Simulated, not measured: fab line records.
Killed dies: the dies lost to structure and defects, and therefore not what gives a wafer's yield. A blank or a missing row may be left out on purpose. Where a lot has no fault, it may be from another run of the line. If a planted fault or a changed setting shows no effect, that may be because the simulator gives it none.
Which tool is to blame? || flow berkeley-cmos170 || 14 lots with 42 wafers sampled at 3 steps, on a route of 331 steps

## WHAT EACH GAUGE READ, for each wafer
UCB170_PWELL_OVL_MEAS_13. Usual: PWELL_OVL gives -1 nm (standard deviation 4.3).
{"lot": "L812", "measured": "day 2 19:13", "on": "overlay-02", "PWELL_OVL (nm)": "4 1 2", "flag": ""}
{"lot": "L816", "measured": "day 3 17:56", "on": "overlay-01", "PWELL_OVL (nm)": "-2 5 3", "flag": ""}
{"lot": "L815", "measured": "day 3 18:10", "on": "overlay-02", "PWELL_OVL (nm)": "-4 -3 0", "flag": ""}
{"lot": "L818", "measured": "day 4 08:47", "on": "overlay-02", "PWELL_OVL (nm)": "3 0 4", "flag": ""}
{"lot": "L821", "measured": "day 4 21:48", "on": "overlay-01", "PWELL_OVL (nm)": "-4 -4 -7", "flag": ""}
{"lot": "L820", "measured": "day 4 22:04", "on": "overlay-02", "PWELL_OVL (nm)": "-9 -1 -1", "flag": ""}
{"lot": "L819", "measured": "day 4 22:08", "on": "overlay-01", "PWELL_OVL (nm)": "-6 -11 -1", "flag": ""}
{"lot": "L822", "measured": "day 5 05:12", "on": "overlay-01", "PWELL_OVL (nm)": "-4 6 0", "flag": ""}
{"lot": "L823", "measured": "day 5 15:05", "on": "overlay-01", "PWELL_OVL (nm)": "1 -9 -3", "flag": ""}
{"lot": "L829", "measured": "day 6 14:22", "on": "overlay-01", "PWELL_OVL (nm)": "3 -1 -9", "flag": ""}
{"lot": "L831", "measured": "day 7 00:22", "on": "overlay-01", "PWELL_OVL (nm)": "-1 3 2", "flag": ""}
{"lot": "L832", "measured": "day 7 03:16", "on": "overlay-01", "PWELL_OVL (nm)": "0 -5 0", "flag": ""}
{"lot": "L834", "measured": "day 7 14:57", "on": "overlay-01", "PWELL_OVL (nm)": "0 5 0", "flag": ""}
{"lot": "L835", "measured": "day 7 23:29", "on": "overlay-01", "PWELL_OVL (nm)": "0 -7 -4", "flag": ""}

UCB170_SPACER_THK_MEAS_01. Usual: SPACER_TEOS_THK gives 376 nm (standard deviation 4.4).
{"lot": "L812", "measured": "day 5 21:40", "on": "film-metro-04", "SPACER_TEOS_THK (nm)": "372 371 376", "flag": ""}
{"lot": "L816", "measured": "day 6 22:30", "on": "film-metro-04", "SPACER_TEOS_THK (nm)": "372 369 380", "flag": ""}
{"lot": "L815", "measured": "day 6 21:56", "on": "film-metro-04", "SPACER_TEOS_THK (nm)": "370 371 376", "flag": ""}
{"lot": "L818", "measured": "day 7 18:02", "on": "film-metro-02", "SPACER_TEOS_THK (nm)": "372 384 379", "flag": ""}
{"lot": "L821", "measured": "day 8 03:57", "on": "film-metro-03", "SPACER_TEOS_THK (nm)": "373 377 382", "flag": ""}
{"lot": "L820", "measured": "day 8 00:57", "on": "film-metro-02", "SPACER_TEOS_THK (nm)": "368 382 380", "flag": ""}
{"lot": "L819", "measured": "day 8 03:56", "on": "film-metro-02", "SPACER_TEOS_THK (nm)": "372 372 377", "flag": ""}
{"lot": "L822", "measured": "day 8 14:35", "on": "film-metro-02", "SPACER_TEOS_THK (nm)": "376 381 373", "flag": ""}
{"lot": "L823", "measured": "day 9 05:49", "on": "film-metro-02", "SPACER_TEOS_THK (nm)": "374 382 379", "flag": ""}
{"lot": "L829", "measured": "day 9 22:54", "on": "film-metro-02", "SPACER_TEOS_THK (nm)": "352 359 359", "flag": "OFF"}
{"lot": "L831", "measured": "day 11 01:23", "on": "film-metro-03", "SPACER_TEOS_THK (nm)": "352 358 357", "flag": "OFF"}
{"lot": "L832", "measured": "day 11 00:34", "on": "film-metro-03", "SPACER_TEOS_THK (nm)": "375 379 378", "flag": ""}
{"lot": "L834", "measured": "day 11 01:28", "on": "film-metro-02", "SPACER_TEOS_THK (nm)": "370 379 376", "flag": ""}
{"lot": "L835", "measured": "day 11 18:31", "on": "film-metro-02", "SPACER_TEOS_THK (nm)": "371 376 377", "flag": ""}

## WHICH TOOL RAN EACH LOT (tool, then ch and the chambers of the sampled wafers, then the start)
{"lot": "L812", "UCB170_SPACER_CVD_00": "pecvd-03 ch 0,1, day 5 21:37"}
{"lot": "L816", "UCB170_SPACER_CVD_00": "pecvd-04 ch 1,2, day 6 22:27"}
{"lot": "L815", "UCB170_SPACER_CVD_00": "pecvd-04 ch 0,2, day 6 21:53"}
{"lot": "L818", "UCB170_SPACER_CVD_00": "pecvd-02 ch 1,2, day 7 17:59"}
{"lot": "L821", "UCB170_SPACER_CVD_00": "pecvd-04 ch 0,1,2, day 8 03:53"}
{"lot": "L820", "UCB170_SPACER_CVD_00": "pecvd-02 ch 1,2, day 8 00:53"}
{"lot": "L819", "UCB170_SPACER_CVD_00": "pecvd-03 ch 1,2, day 8 03:53"}
{"lot": "L822", "UCB170_SPACER_CVD_00": "pecvd-04 ch 0,2, day 8 14:31"}
{"lot": "L823", "UCB170_SPACER_CVD_00": "pecvd-03 ch 0,1, day 9 05:44"}
{"lot": "L829", "UCB170_SPACER_CVD_00": "pecvd-03 ch 1,2, day 9 22:52"}
{"lot": "L831", "UCB170_SPACER_CVD_00": "pecvd-03 ch 1,2, day 11 01:19"}
{"lot": "L832", "UCB170_SPACER_CVD_00": "pecvd-02 ch 0,1,2, day 11 00:31"}
{"lot": "L834", "UCB170_SPACER_CVD_00": "pecvd-02 ch 0,1, day 11 01:24"}
{"lot": "L835", "UCB170_SPACER_CVD_00": "pecvd-02 ch 1,2, day 11 18:28"}
- UCB170_SPACER_CVD_00: deposits SiO2 from TEOS/O2, target thk 376 nm, time 47 s.

## AS READ BY THE TOOLS THEMSELVES (means over the sampled wafers that have a number; for cases with no such wafer, the mark the record gives instead)
UCB170_SPACER_CVD_00. Usual: heater-power-w 255 W, standard deviation 51; pressure-mtorr 9002 mTorr, standard deviation 17.
{"lot": "L812", "tool": "pecvd-03", "heater-power-w (W)": 190, "pressure-mtorr (mTorr)": 9011, "flag": ""}
{"lot": "L816", "tool": "pecvd-04", "heater-power-w (W)": 229, "pressure-mtorr (mTorr)": 8998, "flag": ""}
{"lot": "L815", "tool": "pecvd-04", "heater-power-w (W)": 252, "pressure-mtorr (mTorr)": 9015, "flag": ""}
{"lot": "L818", "tool": "pecvd-02", "heater-power-w (W)": 317, "pressure-mtorr (mTorr)": 9004, "flag": ""}
{"lot": "L821", "tool": "pecvd-04", "heater-power-w (W)": 257, "pressure-mtorr (mTorr)": 9003, "flag": ""}
{"lot": "L820", "tool": "pecvd-02", "heater-power-w (W)": 266, "pressure-mtorr (mTorr)": 9019, "flag": ""}
{"lot": "L819", "tool": "pecvd-03", "heater-power-w (W)": 272, "pressure-mtorr (mTorr)": 9020, "flag": ""}
{"lot": "L822", "tool": "pecvd-04", "heater-power-w (W)": 262, "pressure-mtorr (mTorr)": 9015, "flag": ""}
{"lot": "L823", "tool": "pecvd-03", "heater-power-w (W)": 245, "pressure-mtorr (mTorr)": 9004, "flag": ""}
{"lot": "L829", "tool": "pecvd-03", "heater-power-w (W)": 250, "pressure-mtorr (mTorr)": 9008, "flag": ""}
{"lot": "L831", "tool": "pecvd-03", "heater-power-w (W)": 276, "pressure-mtorr (mTorr)": 8981, "flag": ""}
{"lot": "L832", "tool": "pecvd-02", "heater-power-w (W)": 252, "pressure-mtorr (mTorr)": 9004, "flag": ""}
{"lot": "L834", "tool": "pecvd-02", "heater-power-w (W)": 263, "pressure-mtorr (mTorr)": 9001, "flag": ""}
{"lot": "L835", "tool": "pecvd-02", "heater-power-w (W)": 300, "pressure-mtorr (mTorr)": 8988, "flag": ""}

## THE ANSWER, worked out from the rows above alone
Rule: take the mean of a lot's wafers that have a number; if it is more than 3 standard deviations from the usual mean, the lot is off. A lot without any number at a reading at which 4 lots or more have one is off too. Any other lot the step has rows for is counted as sound. Order of review: gauges by route order, followed by the tools' own readings, for which a lot's mean as printed above is used. The first step at which some lot is off is used, and at that step the reading that is off furthest; a lot without a number counts as furthest.
Off: L829, L831, seen at UCB170_SPACER_THK_MEAS_01 (SPACER_TEOS_THK).
If a tool, at a process step before that reading, ran all the lots that are off and no sound lot after the first of them, it fits. Those tools and the gauges at UCB170_SPACER_THK_MEAS_01 are tried in the same way. One candidate fits, namely pecvd-03 at UCB170_SPACER_CVD_00. A fault onset in the window from L823 (day 9 05:44, its last sound lot) to L829 (day 9 22:52, its first lot off) fits.

## WHAT THE SIMULATOR HAD INSERTED
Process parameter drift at UCB170_SPACER_CVD_00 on pecvd-03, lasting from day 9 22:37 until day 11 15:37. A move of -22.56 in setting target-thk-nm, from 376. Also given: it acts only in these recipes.
Shown lots that were struck: L829, L831. Same finding as the rule above.
